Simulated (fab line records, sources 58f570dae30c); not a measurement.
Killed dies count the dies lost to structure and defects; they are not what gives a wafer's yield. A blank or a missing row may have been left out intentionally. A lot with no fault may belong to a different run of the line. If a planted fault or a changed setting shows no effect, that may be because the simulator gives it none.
Which tool was responsible? ; flow berkeleyCmos170 ; Sampling: 14 lots, 42 wafers, 4 of 331 route steps

WHAT THE GAUGES READ, wafer by wafer
UCB170_START_THK_MEAS_03. Usual: START_OXIDE_THK gives 20.1 nm (standard deviation 0.34).
lot;measured;on;START_OXIDE_THK (nm);flag
L809;day 1 18:53;filmMetro-03;19.8 19.4 19.7;
L810;day 2 01:29;filmMetro-03;20.5 20.4 20.5;
L811;day 2 06:29;filmMetro-02;20.3 20.6 20.4;
L812;day 2 12:22;filmMetro-02;20.7 20.3 20.6;
L814;day 2 18:23;filmMetro-03;19.6 19.5 19.6;
L815;day 3 03:19;filmMetro-04;20.0 20.2 20.3;
L816;day 3 07:40;filmMetro-02;19.8 19.7 19.6;
L820;day 4 00:26;filmMetro-03;20.6 20.5 20.8;
L823;day 4 15:30;filmMetro-04;20.3 20.3 20.3;
L824;day 5 01:24;filmMetro-04;20.5 20.8 20.8;
L828;day 5 21:46;filmMetro-02;20.6 20.6 20.4;
L829;day 5 21:46;filmMetro-03;19.4 20.3 19.8;
L830;day 6 04:58;filmMetro-02;20.3 20.3 20.2;
L831;day 6 09:01;filmMetro-02;20.3 20.0 20.2;

UCB170_NWELL_THK_MEAS_02. Usual: NWELL_OXIDE_THK gives 26.3 nm (standard deviation 0.48).
lot;measured;on;NWELL_OXIDE_THK (nm);flag
L809;day 2 07:26;filmMetro-01;25.9 25.7 25.6;
L810;day 2 14:23;filmMetro-02;26.2 25.7 26.0;
L811;day 2 20:09;filmMetro-04;26.4 26.3 26.3;
L812;day 3 02:23;filmMetro-04;26.6 26.6 27.3;
L814;day 3 07:16;filmMetro-02;25.8 26.0 26.7;
L815;day 3 18:07;filmMetro-02;26.1 26.1 26.6;
L816;day 3 18:07;filmMetro-04;26.1 25.9 26.0;
L820;day 4 12:44;filmMetro-04;25.4 25.7 25.8;
L823;day 5 08:31;filmMetro-04;26.3 26.0 26.2;
L824;day 5 17:31;filmMetro-04;26.9 26.9 26.8;
L830;day 6 15:53;filmMetro-04;26.9 26.6 26.5;
L831;day 6 22:40;filmMetro-01;26.3 26.6 26.2;

WHAT TOOL EACH LOT RAN ON (gives the tool, then ch and the chambers of the sampled wafers, and finally the start)
lot;UCB170_ZERO_EXPOSE_03;UCB170_ZERO_ETCH_06
L809;krfScanner-02 ch 0, day 2 00:49;rieDiel-02 ch 0,2,3, day 2 01:28
L810;krfScanner-01 ch 0, day 2 07:25;rieDiel-02 ch 0,2,3, day 2 07:49
L811;krfScanner-01 ch 0, day 2 13:23;rieDiel-04 ch 0,1,3, day 2 13:46
L812;krfScanner-02 ch 0, day 2 20:17;rieDiel-02 ch 0,1,2, day 2 20:38
L814;krfScanner-01 ch 0, day 3 01:15;rieDiel-03 ch 0,2,3, day 3 01:58
L815;krfScanner-01 ch 0, day 3 09:37;rieDiel-02 ch 0,1,2, day 3 10:13
L816;krfScanner-02 ch 0, day 3 15:56;rieDiel-03 ch 0,3, day 3 16:20
L820;krfScanner-01 ch 0, day 4 07:01;rieDiel-03 ch 1,2, day 4 07:25
L823;krfScanner-02 ch 0, day 4 23:15;rieDiel-04 ch 0,1,2, day 5 00:01
L824;krfScanner-02 ch 0, day 5 10:26;rieDiel-04 ch 1,2, day 5 10:50
L828;krfScanner-01, day 6 04:30;rieDiel-04 ch 0,2,3, day 6 05:05
L829;krfScanner-02, day 6 04:17;rieDiel-03 ch 0,1,3, day 6 04:59
L830;krfScanner-01 ch 0, day 6 09:06;rieDiel-02 ch 0,2,3, day 6 09:27
L831;krfScanner-02 ch 0, day 6 14:37;rieDiel-02 ch 1,2,3, day 6 15:00
- UCB170_ZERO_EXPOSE_03: exposes mask PM MARKS, target cd 4000 nm.
- UCB170_ZERO_ETCH_06: etches SiO2 in CHF3/CF4/Ar, time 12 s.

WHAT THE TOOLS THEMSELVES READ (means of the sampled wafers that have a number; where no wafer has one, the mark that the record gives instead)
UCB170_ZERO_EXPOSE_03. Usual: exposureDoseMJCm2 30.003, standard deviation 0.027; focusOffsetNm 0.1 nm, standard deviation 0.5; reticleTempC 22.98 C, standard deviation 0.11.
lot;tool;exposureDoseMJCm2;focusOffsetNm (nm);reticleTempC (C);flag
L809;krfScanner-02;30.028;0.2;22.90;
L810;krfScanner-01;29.993;-0.0;23.02;
L811;krfScanner-01;30.008;0.1;22.86;
L812;krfScanner-02;30.030;0.0;22.93;
L814;krfScanner-01;29.977;0.9;22.94;
L815;krfScanner-01;29.999;0.0;22.98;
L816;krfScanner-02;30.006;0.1;23.02;
L820;krfScanner-01;29.987;-0.4;23.05;
L823;krfScanner-02;29.967;0.1;22.86;
L824;krfScanner-02;29.996;-0.1;23.00;
L828;krfScanner-01;-;-;-;OFF
L829;krfScanner-02;-;-;-;OFF
L830;krfScanner-01;30.007;0.1;22.95;
L831;krfScanner-02;29.999;0.9;22.96;

UCB170_ZERO_ETCH_06. Usual: drypumpMotorCurrentA 5.8 A, standard deviation 0.43; oesProductAu 0.617 a.u., standard deviation 0.01; throttleValvePct 9.20 %, standard deviation 0.16.
lot;tool;drypumpMotorCurrentA (A);oesProductAu (a.u.);throttleValvePct (%);flag
L809;rieDiel-02;6.2;0.608;9.30;
L810;rieDiel-02;6.2;0.609;9.29;
L811;rieDiel-04;5.9;0.618;9.22;
L812;rieDiel-02;6.3;0.614;9.18;
L814;rieDiel-03;5.1;0.624;9.08;
L815;rieDiel-02;6.2;0.616;9.17;
L816;rieDiel-03;5.3;0.627;9.05;
L820;rieDiel-03;5.6;0.619;9.36;
L823;rieDiel-04;5.9;0.620;9.17;
L824;rieDiel-04;6.0;0.619;9.19;
L828;rieDiel-04;5.8;0.378;9.12;OFF
L829;rieDiel-03;5.5;0.379;9.24;OFF
L830;rieDiel-02;6.2;0.610;9.30;
L831;rieDiel-02;6.2;0.612;9.24;

THE ANSWER, worked out from the rows above alone
Rule: a lot counts as off when the mean over its wafers that have a number is more than 3 standard deviations away from the usual mean. A lot without any number at a reading at which 4 lots or more have one is off too. The other lots that the step has rows for count as sound. The gauges are gone through in route order, then the tools' own readings, and for those a lot's mean is taken as printed above. The first step at which some lot is off is used, and at that step the reading that is off furthest; a lot without a number counts as furthest.
Off at UCB170_ZERO_EXPOSE_03 (exposureDoseMJCm2): L828, L829. Without a number there: L828, L829.
A tool fits if, at that step or a process step before it, it ran every lot that is off, and no sound lot after the first of them. No candidate that was tried fits.

WHAT THE SIMULATOR HAD INSERTED
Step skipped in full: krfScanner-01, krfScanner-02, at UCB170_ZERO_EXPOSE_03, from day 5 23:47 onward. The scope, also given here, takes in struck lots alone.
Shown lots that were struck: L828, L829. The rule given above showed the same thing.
